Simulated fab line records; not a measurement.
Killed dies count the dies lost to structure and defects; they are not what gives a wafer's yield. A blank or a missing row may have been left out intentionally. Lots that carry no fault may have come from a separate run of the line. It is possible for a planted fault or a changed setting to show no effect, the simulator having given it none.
Lot-split experiment / flow rit_cmos / route with 202 steps; 5 lots, 23 wafers read

THE SPLIT
At RIT_GATE_CVD_08 (deposits poly-Si from SiH4, target thk 250 nm, time 2220 s), the setting sih4_flow_sccm was moved away from the recipe's 100 sccm on 10 of the 23 wafers read, by -14.0% to +4.5%. The other wafers ran this setting at the recipe's value.

No step appears in the file between the split and the reading.

THE READING
GATE_POLY_THK in nanometres, read at RIT_GATE_THK_MEAS_09. Fault-free wafers of this fab line usually give 250.4 nm, standard deviation 2 nm.

wafer=L074.2; tool, chamber at the split=-, -; sih4_flow_sccm as run, sccm=86.03; against the recipe=-14.0%; GATE_POLY_THK, nm=217.7; against lot-mates on the recipe=no lot-mate on the recipe
wafer=L074.3; tool, chamber at the split=-, -; sih4_flow_sccm as run, sccm=86.03; against the recipe=-14.0%; GATE_POLY_THK, nm=218.2; against lot-mates on the recipe=no lot-mate on the recipe
wafer=L074.4; tool, chamber at the split=-, -; sih4_flow_sccm as run, sccm=86.03; against the recipe=-14.0%; GATE_POLY_THK, nm=219.7; against lot-mates on the recipe=no lot-mate on the recipe
wafer=L074.5; tool, chamber at the split=-, -; sih4_flow_sccm as run, sccm=86.03; against the recipe=-14.0%; GATE_POLY_THK, nm=217.1; against lot-mates on the recipe=no lot-mate on the recipe
wafer=L074.6; tool, chamber at the split=-, -; sih4_flow_sccm as run, sccm=86.03; against the recipe=-14.0%; GATE_POLY_THK, nm=217.2; against lot-mates on the recipe=no lot-mate on the recipe
wafer=L077.3; tool, chamber at the split=lpcvd-01, 1; sih4_flow_sccm as run, sccm=100; against the recipe=recipe; GATE_POLY_THK, nm=249.6; against lot-mates on the recipe=-
wafer=L077.4; tool, chamber at the split=lpcvd-01, 1; sih4_flow_sccm as run, sccm=100; against the recipe=recipe; GATE_POLY_THK, nm=252.3; against lot-mates on the recipe=-
wafer=L077.5; tool, chamber at the split=lpcvd-01, 1; sih4_flow_sccm as run, sccm=100; against the recipe=recipe; GATE_POLY_THK, nm=252.2; against lot-mates on the recipe=-
wafer=L078.1; tool, chamber at the split=-, -; sih4_flow_sccm as run, sccm=100; against the recipe=recipe; GATE_POLY_THK, nm=249.6; against lot-mates on the recipe=-
wafer=L078.2; tool, chamber at the split=-, -; sih4_flow_sccm as run, sccm=100; against the recipe=recipe; GATE_POLY_THK, nm=250.3; against lot-mates on the recipe=-
wafer=L078.3; tool, chamber at the split=-, -; sih4_flow_sccm as run, sccm=100; against the recipe=recipe; GATE_POLY_THK, nm=248.2; against lot-mates on the recipe=-
wafer=L078.5; tool, chamber at the split=-, -; sih4_flow_sccm as run, sccm=100; against the recipe=recipe; GATE_POLY_THK, nm=250.5; against lot-mates on the recipe=-
wafer=L078.6; tool, chamber at the split=-, -; sih4_flow_sccm as run, sccm=100; against the recipe=recipe; GATE_POLY_THK, nm=248.9; against lot-mates on the recipe=-
wafer=L081.1; tool, chamber at the split=-, -; sih4_flow_sccm as run, sccm=100; against the recipe=recipe; GATE_POLY_THK, nm=248.1; against lot-mates on the recipe=-
wafer=L081.3; tool, chamber at the split=-, -; sih4_flow_sccm as run, sccm=100; against the recipe=recipe; GATE_POLY_THK, nm=248.1; against lot-mates on the recipe=-
wafer=L081.4; tool, chamber at the split=-, -; sih4_flow_sccm as run, sccm=100; against the recipe=recipe; GATE_POLY_THK, nm=246.1; against lot-mates on the recipe=-
wafer=L081.5; tool, chamber at the split=-, -; sih4_flow_sccm as run, sccm=100; against the recipe=recipe; GATE_POLY_THK, nm=246.8; against lot-mates on the recipe=-
wafer=L081.6; tool, chamber at the split=-, -; sih4_flow_sccm as run, sccm=100; against the recipe=recipe; GATE_POLY_THK, nm=249.8; against lot-mates on the recipe=-
wafer=L084.1; tool, chamber at the split=-, -; sih4_flow_sccm as run, sccm=104.5; against the recipe=+4.5%; GATE_POLY_THK, nm=262.6; against lot-mates on the recipe=no lot-mate on the recipe
wafer=L084.2; tool, chamber at the split=-, -; sih4_flow_sccm as run, sccm=104.5; against the recipe=+4.5%; GATE_POLY_THK, nm=262.1; against lot-mates on the recipe=no lot-mate on the recipe
wafer=L084.3; tool, chamber at the split=-, -; sih4_flow_sccm as run, sccm=104.5; against the recipe=+4.5%; GATE_POLY_THK, nm=262.2; against lot-mates on the recipe=no lot-mate on the recipe
wafer=L084.4; tool, chamber at the split=-, -; sih4_flow_sccm as run, sccm=104.5; against the recipe=+4.5%; GATE_POLY_THK, nm=262.0; against lot-mates on the recipe=no lot-mate on the recipe
wafer=L084.6; tool, chamber at the split=-, -; sih4_flow_sccm as run, sccm=104.5; against the recipe=+4.5%; GATE_POLY_THK, nm=260.3; against lot-mates on the recipe=no lot-mate on the recipe

FIT RESULTS
A straight line over all 23 wafers: GATE_POLY_THK changes by +2.32 nm for each +1% of sih4_flow_sccm; r = +0.99; the points scatter about the line by 1.8 nm.
Too few moved wafers have a lot-mate on the recipe to fit a line with each lot's own level taken away.

THE WHOLE CHAIN: every reading that the file lists as answering this split, in the file's order
step=RIT_GATE_CVD_08; what it does=deposits poly-Si from SiH4, target thk 250 nm, time 2220 s; reading=poly-Si_of_GATE_CVD_08.thk_nm (the simulator's own value, which no gauge read); change (the file's fit)=+2.32 nm for each +1% of the setting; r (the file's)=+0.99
step=RIT_GATE_THK_MEAS_09; what it does=; reading=GATE_POLY_THK; change (the file's fit)=+2.32 for each +1% of the setting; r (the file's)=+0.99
step=RIT_GATE_ETCH_19; what it does=etches poly-Si in SF6/CHF3/O2, stops on SiO2, time 165 s, target depth 312.5 nm; reading=etch.depth_nm (the simulator's own value, which no gauge read); change (the file's fit)=+2.32 nm for each +1% of the setting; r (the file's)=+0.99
step=RIT_GATE_ETCH_19; what it does=etches poly-Si in SF6/CHF3/O2, stops on SiO2, time 165 s, target depth 312.5 nm; reading=GATE.feature_depth_nm (the simulator's own value, which no gauge read); change (the file's fit)=+2.32 nm for each +1% of the setting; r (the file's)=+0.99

THE FILE'S OWN FIT
GATE_POLY_THK changes by +2.32 nm for each +1% of sih4_flow_sccm, r = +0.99.
